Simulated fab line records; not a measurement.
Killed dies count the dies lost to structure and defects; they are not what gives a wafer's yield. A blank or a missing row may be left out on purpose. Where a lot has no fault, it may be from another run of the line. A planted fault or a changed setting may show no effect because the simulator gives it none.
What tool caused it? | flow ritCmos | 21 wafers from 7 lots sampled at 2 of the route's 202 steps

== WHAT EACH GAUGE READ, for each wafer ==
RIT_GATE_THK_MEAS_07.
lot  | measured    | on           | GATE_OXIDE_THK (nm)
L618 | day 2 16:46 | filmMetro-03 | 3.05 3.01 3.11
L620 | day 3 05:58 | filmMetro-04 | 2.94 2.94 2.91
L622 | day 3 14:31 | filmMetro-03 | 2.95 3.00 2.97
L625 | day 4 03:14 | filmMetro-04 | 2.98 3.05 2.96
L629 | day 5 02:51 | filmMetro-02 | 3.21 3.20 3.25
L637 | day 6 15:45 | filmMetro-04 | 2.98 2.93 2.96
L640 | day 7 11:49 | filmMetro-02 | 3.00 3.07 3.00

== EACH LOT AND THE TOOL THAT RAN IT (in order: tool; ch and the chambers of the sampled wafers; start) ==
lot  | RIT_GATE_OXIDATION_05
L618 | furnace-03 ch 0, day 2 14:08
L620 | furnace-04 ch 0, day 3 02:41
L622 | furnace-03 ch 0, day 3 12:36
L625 | furnace-04 ch 0, day 4 01:54
L629 | furnace-03 ch 0, day 4 23:02
L637 | furnace-04 ch 0, day 6 14:26
L640 | furnace-03 ch 0, day 7 08:53
- RIT_GATE_OXIDATION_05: target thk 3 nm, ox time 270 s.

== THE ANSWER, worked out from the rows above alone ==
Rule: usual is defined by the lots themselves. Put in order of their means at a reading, lots are off if they are a third of the lots or fewer, leave a main group of 4 or more, and stand apart from it by a gap of 3 or more times the standard deviation of the main group's means; of several such gaps the widest counts. If all means in a main group match to the digits the tables above print for the reading, that group is not used. A lot without any number at a reading at which 4 lots or more have one is off too. Where the step has rows for the other lots, those lots are counted as sound.
Off: L629, at RIT_GATE_THK_MEAS_07 (GATE_OXIDE_THK). For the main group the mean is 2.99 nm and the standard deviation 0.042.
A tool fits if, at a process step before that reading, it ran every lot that is off, and no sound lot after the first of them. Those tools and the gauges at RIT_GATE_THK_MEAS_07 are tried in the same way. None of those tried fits.

== WHAT THE SIMULATOR HAD INSERTED ==
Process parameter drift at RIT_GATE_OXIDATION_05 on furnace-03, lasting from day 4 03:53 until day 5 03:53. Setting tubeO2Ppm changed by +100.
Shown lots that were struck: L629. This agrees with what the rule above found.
